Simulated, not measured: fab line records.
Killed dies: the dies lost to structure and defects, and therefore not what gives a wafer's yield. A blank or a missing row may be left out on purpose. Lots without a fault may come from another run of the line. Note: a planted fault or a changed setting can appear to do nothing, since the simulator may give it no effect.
fab line records    flow berkeley_cmos170    part 2 of 2: steps 39 to 50 of 50
[record] lots = 5  wafers = 15  last_day = 12
route steps=331 shown NWELL@32 PWELL@34 WELLDRIVE@55 ACTIVE@60 PFIELD@79
lots untouched by any fault: they come from a run of this same line in which no faults occurred
start_h: the number of hours between the record's first day and the start of the first shown wafer of the lot    wait_h: hours from the lot's prior step to this one    " same as the row above    L1.1+2: one row covering several wafers at once    - no value, or no start given    * or withheld: withheld    < > ~ a bound
route shown NAME@n: NAME is a module with steps in the file, n the number in the route of the first one    usual: the fault-free wafers' mean and standard deviation    same: alike in all rows    chamber/n: place in a boat    sites: readings site by site    _std_site: standard deviation of those values    _edge_site: the outer-site mean with the inner-site mean subtracted    radius_mm: for every site, how far away it sits from the centre of the wafer    mask NAME#n: copy n    behind: the last tool/chamber to shape the wafer    hold: why the lot went on hold/how many hours it stayed there/how the hold came to an end    device: transistor that didn't switch, given as n, p or np    end of line: tests run on the same wafers once the route is complete    a step with no rows: only its recipe    killed: count of dies lost to structure and defects at first sort (not the wafer's yield)    map: shows each die of a wafer: x if killed, . if not, _ if none is there
set.NAME: the setting the step ran with; set.NAME@STEP: the setting that earlier step ran with    model.NAME: the simulator's own value behind a step, which no gauge read
lots at some steps of the route; a table a step, a row a wafer
services: the hour from which a tool's chamber was out of use, counted from the record's first day as start_h (under 0 if before that day), plus the number of hours and why
[[steps]]
[step UCB170_ACTIVE_EXPOSE_10]
[recipe] mask_id = ACTIVE  target_cd_nm = 1200  na = 0.5  sigma_outer = 0.6  source_shape = conventional  dose_mj = 20
lot.wafer   tool            chamber  start_h  wait_h  mask
L078.3+4+5  krf_scanner-01  0        118.00   0.4     ACTIVE#0
L083.1+5+6  krf_scanner-01  0        130.84   0.3     ACTIVE#0
L082.3+4+5  krf_scanner-01  0        130.99   0.2     ACTIVE#0
L090.1+3+6  krf_scanner-01  0        166.16   0.1     ACTIVE#0
L092.2+3+5  krf_scanner-02  0        175.73   0.2     ACTIVE#0
[step UCB170_ACTIVE_PEB_11]
[recipe] peb_temp_c = 130  peb_time_s = withheld  resist = KrF
lot.wafer   tool            chamber  start_h  wait_h
L078.3+4+5  litho_track-02  0        118.44   0.4
L083.1+5+6  litho_track-02  0        131.45   0.6
L082.3+4+5  litho_track-01  0        131.65   0.6
L090.1+3+6  litho_track-01  0        166.43   0.3
L092.2+3+5  litho_track-04  0        176.17   0.4
[step UCB170_ACTIVE_DEVELOP_12]
[recipe] developer = TMAH  develop_time_s = 45  resist = KrF  dev_temp_c = 21
lot.wafer   tool            chamber  start_h  wait_h
L078.3+4+5  litho_track-02  0        -        -
L083.1+5+6  litho_track-02  0        -        -
L082.3+4+5  litho_track-01  0        -        -
L090.1+3+6  litho_track-01  0        -        -
L092.2+3+5  litho_track-04  0        -        -
[step UCB170_ACTIVE_CD_MEAS_13]
[recipe] target_cd_nm = 1200
[usual] cd_nm = 1199.8/1.3
lot.wafer  tool       chamber  start_h  wait_h  cd_nm
L078.3     cd_sem-01  -        118.71   -       1200.6
L078.4     "          -        "        "       1199.4
L078.5     "          -        "        "       1200.2
L083.1     cd_sem-01  -        131.73   -       1197.5
L083.5     "          -        "        "       1197.3
L083.6     "          -        "        "       1198.6
L082.3     cd_sem-02  -        131.92   -       1199.6
L082.4     "          -        "        "       1200.6
L082.5     "          -        "        "       1200.1
L090.1     cd_sem-01  -        166.71   -       1199.5
L090.3     "          -        "        "       1198.7
L090.6     "          -        "        "       1198.6
L092.2     cd_sem-01  -        176.44   -       1199.2
L092.3     "          -        "        "       1200.6
L092.5     "          -        "        "       1200.7
[step UCB170_ACTIVE_OVL_MEAS_14]
[usual] ACTIVE_OVL = 1/6
lot.wafer  tool        chamber  start_h  wait_h  ACTIVE_OVL[nm]
L078.3     overlay-02  -        118.80   0.1     2
L078.4     "           -        "        "       -1
L078.5     "           -        "        "       3
L083.1     overlay-02  -        131.85   0.1     -5
L083.5     "           -        "        "       -6
L083.6     "           -        "        "       10
L082.3     overlay-01  -        132.01   0.1     1
L082.4     "           -        "        "       13
L082.5     "           -        "        "       5
L090.1     overlay-01  -        166.83   0.1     1
L090.3     "           -        "        "       -2
L090.6     "           -        "        "       -6
L092.2     overlay-01  -        176.54   0.1     -1
L092.3     "           -        "        "       -4
L092.5     "           -        "        "       -1
[step UCB170_ACTIVE_ETCH_15]
[recipe] chemistry = CH3F/Ar/O2  target = Si3N4  stop_on = SiO2  CH3F_flow_sccm = 20  Ar_flow_sccm = 50  O2_flow_sccm = 7  pressure_mtorr = 50  rf_w = 450  target_depth_a = 2420  over_etch_frac = 0.1  time_s = 151
[usual] drypump_motor_current_A = 5.7/0.43  oes_product_au = 0.939/0.014  rf_fwd_power_W = 448.3/1.3  throttle_valve_pct = 8.08/0.13
lot.wafer  tool         chamber  start_h  wait_h  drypump_motor_current_A  oes_product_au  rf_fwd_power_W  rf_hours_counter_h  throttle_valve_pct
L078.3     rie_diel-01  3        118.82   0.0     5.9                      0.954           447.1           58                  8.04
L078.4     "            1        "        "       6.4                      0.950           447.7           7                   8.11
L078.5     "            3        "        "       5.9                      0.954           445.9           -                   8.02
L083.1     rie_diel-01  2        131.88   0.0     6.0                      0.924           449.3           55                  7.92
L083.5     "            2        "        "       6.0                      0.916           450.2           -                   7.90
L083.6     "            1        "        "       6.3                      0.947           447.8           -                   8.12
L082.3     rie_diel-04  0        132.03   0.0     6.1                      0.929           447.5           13                  8.07
L082.4     "            2        "        "       6.0                      0.940           449.4           125                 8.28
L082.5     "            2        "        "       6.0                      0.937           446.6           -                   8.26
L090.1     rie_diel-04  3        166.87   0.0     5.4                      0.921           448.8           14                  8.07
L090.3     "            1        "        "       6.0                      0.921           449.9           34                  8.02
L090.6     "            3        "        "       5.4                      0.915           448.3           -                   8.06
L092.2     rie_diel-04  1        176.57   0.0     6.0                      0.924           450.6           35                  8.02
L092.3     "            0        "        "       6.1                      0.929           448.2           14                  8.08
L092.5     "            1        "        "       6.0                      0.926           449.7           -                   8.03
[step UCB170_ACTIVE_STRIP_16]
[recipe] chemistry = O2  power_w = 400  pressure_mtorr = 3500  platen_temp_c = withheld  o2_flow_sccm = 400  overash_fraction = 0.5
[usual] drypump_motor_current_A = 5.82/0.2  o2_flow_sccm = 400.0/1.2  oes_product_au = 0.721/0.0044  strip_time_to_endpoint_s = 18.07/0.11
lot.wafer  tool             chamber  start_h  wait_h  drypump_motor_current_A  o2_flow_sccm  oes_product_au  rf_hours_counter_h  strip_time_to_endpoint_s
L078.3     plasma_asher-02  1        118.96   0.1     5.65                     400.1         0.720           -                   18.00
L078.4     "                0        "        "       6.22                     398.7         0.723           -                   18.29
L078.5     "                1        "        "       5.64                     400.0         0.722           -                   18.01
L083.1     plasma_asher-02  0        131.98   0.1     6.16                     399.6         0.725           40                  18.03
L083.5     "                0        "        "       6.23                     400.3         0.721           -                   18.06
L083.6     "                1        "        "       5.64                     401.6         0.720           -                   18.11
L082.3     plasma_asher-04  1        132.17   0.1     5.95                     398.4         0.722           -                   18.05
L082.4     "                0        "        "       5.48                     400.3         0.718           -                   18.16
L082.5     "                1        "        "       5.94                     399.8         0.725           -                   18.12
L090.1     plasma_asher-02  0        166.97   0.1     6.21                     398.6         0.718           45                  18.00
L090.3     "                0        "        "       6.25                     397.7         0.721           -                   17.95
L090.6     "                1        "        "       5.64                     403.2         0.714           -                   18.01
L092.2     plasma_asher-03  1        176.67   0.1     5.75                     399.4         0.725           45                  18.05
L092.3     "                0        "        "       5.92                     399.5         0.717           -                   18.14
L092.5     "                1        "        "       5.76                     399.7         0.717           -                   18.12
[step UCB170_ACTIVE_CD_MEAS_90]
[recipe] target_cd_nm = 1200
[usual] cd_nm = 1199.8/1.3
lot.wafer  tool       chamber  start_h  wait_h  cd_nm
L078.3     cd_sem-02  -        119.06   0.1     1200.4
L078.4     "          -        "        "       1199.2
L078.5     "          -        "        "       1200.4
L083.1     cd_sem-02  -        132.08   0.1     1197.4
L083.5     "          -        "        "       1197.4
L083.6     "          -        "        "       1198.4
L082.3     cd_sem-02  -        132.27   0.1     1199.7
L082.4     "          -        "        "       1200.5
L082.5     "          -        "        "       1200.2
L090.1     cd_sem-01  -        167.07   0.1     1199.1
L090.3     "          -        "        "       1198.4
L090.6     "          -        "        "       1199.2
L092.2     cd_sem-01  -        176.79   0.1     1199.4
L092.3     "          -        "        "       1200.2
L092.5     "          -        "        "       1200.7
[step UCB170_ACTIVE_CLEAN_17]
[recipe] chemistry = SPM  temp_c = 120  time_s = 600
lot.wafer   tool          chamber  start_h  wait_h
L078.3+4+5  wet_bench-01  0        119.25   0.2
L083.1+5+6  wet_bench-04  3        132.20   0.1
L082.3+4+5  wet_bench-02  2        132.35   0.1
L090.1+3+6  wet_bench-01  0        168.13   1.0
L092.2+3+5  wet_bench-01  0        176.89   0.1
[step UCB170_PFIELD_HMDS_00]
[recipe] prime_time_s = 60  prime_temp_c = 100
lot.wafer   tool            chamber  start_h  wait_h
L078.3+4+5  litho_track-03  0        119.72   0.3
L083.1+5+6  litho_track-03  0        132.59   0.2
L082.3+4+5  litho_track-04  0        132.84   0.3
L090.1+3+6  litho_track-03  0        168.31   0.0
L092.2+3+5  litho_track-04  0        177.17   0.1
[step UCB170_PFIELD_COAT_01]
[recipe] resist = KrF  spin_rpm = 1500  resist_thk_nm = 900
lot.wafer   tool            chamber  start_h  wait_h
L078.3+4+5  litho_track-03  0        119.87   0.1
L083.1+5+6  litho_track-03  0        132.74   0.1
L082.3+4+5  litho_track-04  0        132.99   0.1
L090.1+3+6  litho_track-03  0        168.46   0.1
L092.2+3+5  litho_track-04  0        177.32   0.1
[step UCB170_PFIELD_SOFTBAKE_02]
[recipe] resist = KrF  temp_c = 130  time_s = 60
lot.wafer   tool            chamber  start_h  wait_h
L078.3+4+5  litho_track-03  0        120.02   0.1
L083.1+5+6  litho_track-03  0        132.89   0.1
L082.3+4+5  litho_track-04  0        133.14   0.1
L090.1+3+6  litho_track-03  0        168.61   0.1
L092.2+3+5  litho_track-04  0        177.47   0.1
[[services]]
tool             chamber  start_h  hours  kind
implanter-02     -        57.86    3.7    pm
plasma_asher-03  -        62.66    1.6    repair
plasma_asher-03  -        64.23    2.8    pm
krf_scanner-01   -        67.97    0.8    pm
rie_diel-04      3        68.25    2.9    repair
plasma_asher-04  -        69.05    2.9    repair
krf_scanner-01   -        71.02    6.6    repair
krf_scanner-01   -        83.43    4.0    pm
rie_diel-02      1        84.31    27.8   repair
furnace-02       -        104.81   2.6    pm
krf_scanner-02   -        105.39   1.3    pm
implanter-02     -        111.50   1.7    repair
rie_diel-01      0        112.05   5.3    repair
rie_diel-01      2        123.53   2.4    repair
rie_diel-02      -        124.01   2.8    pm
krf_scanner-02   -        124.94   1.0    pm
rie_diel-02      2        127.48   1.6    repair
furnace-02       -        129.35   3.3    pm
plasma_asher-03  -        133.31   1.8    repair
krf_scanner-02   -        140.26   0.8    pm
implanter-02     -        140.73   2.4    repair
krf_scanner-01   -        159.46   1.3    pm
implanter-02     -        165.94   20.3   pm
krf_scanner-01   -        171.11   1.0    pm
